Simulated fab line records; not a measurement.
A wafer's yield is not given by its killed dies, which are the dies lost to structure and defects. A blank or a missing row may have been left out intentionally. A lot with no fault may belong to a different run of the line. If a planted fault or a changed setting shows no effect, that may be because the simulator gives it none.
Comparing a struck lot with a sound one + flow berkeleyCmos170 + 14 steps out of a route of 331
Sound: wafers L749.2, L749.4, L749.5. The struck wafers were L747.1, L747.2, L747.6. Last of all comes the cause.
Per side, at each step with rows, come the tool, then ch with its chambers, and then its first start. Under that, the readings that differ: sound wafers + struck wafers + difference of the means + sigmas: that difference in standard deviations of wafers without a fault.
alike: readings whose means differ by less than 2 such deviations, and words and numbers that are the same on both sides. not compared: withheld readings, readings that some wafer has no value for, bounds like >300 that may hide the same value, and numbers for which the record gives no deviation and whose values overlap.
Wherever a step has rows on one side only, a row that says differs or no value, or a row with sigmas, the two part there. Numbers that have no deviation but don't overlap get no sigmas and don't part them. A reading that every wafer of one side lacks parts them only if that side has two wafers or more.

first, 1 step without rows for these wafers: UCB170_PLDD_DEVELOP_05 (develop time 45 s).
UCB170_PLDD_CD_MEAS_06 targets a cd of 1200 nm.
  sound on cdSem-02, day 11 14:38; struck on cdSem-01, day 10 17:52
  alike: cdNm
UCB170_PLDD_OVL_MEAS_07:
  sound on overlay-02, day 11 14:44; struck on overlay-01, day 10 17:59
  alike: PLDD_OVL
then, 2 steps without rows for these wafers: UCB170_PLDD_IMPLANT_08; UCB170_PLDD_IMPLANT_09.
UCB170_PLDD_STRIP_10: strips in O2.
  sound on plasmaAsher-02 ch 0,1, day 11 15:04; struck on plasmaAsher-04 ch 0,1, day 10 18:19
| reading                  | sound       | struck      | difference | sigmas |
|--------------------------|-------------|-------------|------------|--------|
| drypumpMotorCurrentA (A) | 4.8 5.4 4.8 | 6.5 5.7 6.5 | +1.2       | +2     |
  alike: o2FlowSccm, oesProductAu, stripTimeToEndpointS
  not compared: rfHoursCounterH
UCB170_PLDD_TW_MEAS_11:
  sound on filmMetro-01, day 11 15:11; struck on filmMetro-03, day 10 18:25
  alike: PLDD_TW
then, 5 steps without rows for these wafers: UCB170_PLDD_CLEAN_12 (cleans in SPM, time 600 s); UCB170_NLDD_HMDS_00 (prime time 60 s); UCB170_NLDD_COAT_01 (resist thk 900 nm); UCB170_NLDD_SOFTBAKE_02 (time 60 s); UCB170_NLDD_EXPOSE_03 (exposes mask NSELECT, target cd 1200 nm).
UCB170_NLDD_PEB_04:
  sound on lithoTrack-03 ch 0, day 11 16:38; struck on lithoTrack-03, day 10 19:34
  no value came back on the struck wafers for any of 5 readings (chillPlateTempC (C), exhaustPa (Pa) and others); on the sound wafers chillPlateTempC (C) reads 22.90 22.99 22.90
then, 1 step without rows for these wafers: UCB170_NLDD_DEVELOP_05 (develop time 45 s).

== WHERE THEY PART ==
At UCB170_PLDD_STRIP_10 first; at UCB170_NLDD_PEB_04 last (within this record only).

WHY: the cause the simulator had injected
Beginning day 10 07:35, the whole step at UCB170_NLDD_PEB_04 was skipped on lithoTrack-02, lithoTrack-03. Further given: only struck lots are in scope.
